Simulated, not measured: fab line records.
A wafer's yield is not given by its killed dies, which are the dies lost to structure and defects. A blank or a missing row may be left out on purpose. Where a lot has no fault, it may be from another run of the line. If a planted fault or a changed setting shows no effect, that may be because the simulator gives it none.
The same fault as seen by 2 desks	flow rit-cmos	what lay behind the numbers comes last; until then each desk has only its own

== METROLOGY DESK ==
Means of the sampled wafers that have a number, per lot and without regard to the tool the lot ran on: this is what the gauges read. The brackets show how far a lot's mean lies from the usual mean; more than 4 standard deviations puts the lot out of limits, marked OUT.
Columns: A = PSD_OVL at RIT_PSD_OVL_MEAS_06, usual -0.5 nm
lot	first seen here	A
L249	day 3 02:47	-2.1
L250	day 3 12:29	-1.7
L251	day 3 15:03	-1.9
L252	day 3 18:30	-0.0
L253	day 4 01:58	-1.3
L254	day 4 11:17	0.8
L255	day 4 13:27	-0.4
L256	day 4 16:16	1.9
L257	day 4 23:52	0.7
L260	day 5 14:52	-0.4
L261	day 6 00:14	-1.3
L262	day 6 07:40	130.6 (+94) OUT
L265	day 7 12:40	0.0
L267	day 8 03:03	129.0 (+92) OUT
L268	day 8 03:11	130.3 (+93) OUT
This desk's result: L262, L267, L268 out of limits, first on L262 (PSD_OVL at RIT_PSD_OVL_MEAS_06), day 6 07:40. L249, L250, L251, L252, L253, L254, L255, L256, L257, L260, L261, L265 stayed within limits.

== TOOL OWNER'S DESK, iline-stepper-01 ==
The tool's own readings at RIT_PSD_EXPOSE_03 (exposes mask M10, target cd 40900 nm): means of the sampled wafers that have a number, for each lot that ran on this tool. The brackets show how far a lot's mean lies from the usual mean; more than 4 standard deviations puts the lot out of limits, marked OUT.
Columns: A = focus-offset-nm at RIT_PSD_EXPOSE_03, usual 0.1 nm
lot	first seen here	A
L249	day 3 02:23	-0.8
L250	day 3 12:07	-0.3
L251	day 3 14:39	0.2
L252	day 3 17:53	-0.1
L253	day 4 01:34	0.3
L254	day 4 10:53	0.1
L255	day 4 13:05	-0.2
L257	day 4 23:29	0.4
L262	day 6 07:16	-0.1
L267	day 8 02:33	-0.4
L268	day 8 02:41	0.2
This desk's verdict: no lot among the 11 shows anything out of limits.

== BROUGHT TOGETHER ==
On L262, L267, L268, the metrology desk was in a position to raise an alarm at day 6 07:40.
Nothing out of limits was seen by the tool owner's desk.
Tool owner's desk: L262, L267, L268 on record, inside its limits.
The lots listed all ran RIT_PSD_EXPOSE_03 on iline-stepper-01.

== WHAT THE SIMULATOR HAD PUT IN ==
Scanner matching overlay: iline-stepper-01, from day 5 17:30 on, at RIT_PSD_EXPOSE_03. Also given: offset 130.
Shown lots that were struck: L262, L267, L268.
Hours from the fault's start to each desk's first reading out of limits: the metrology desk, 14.
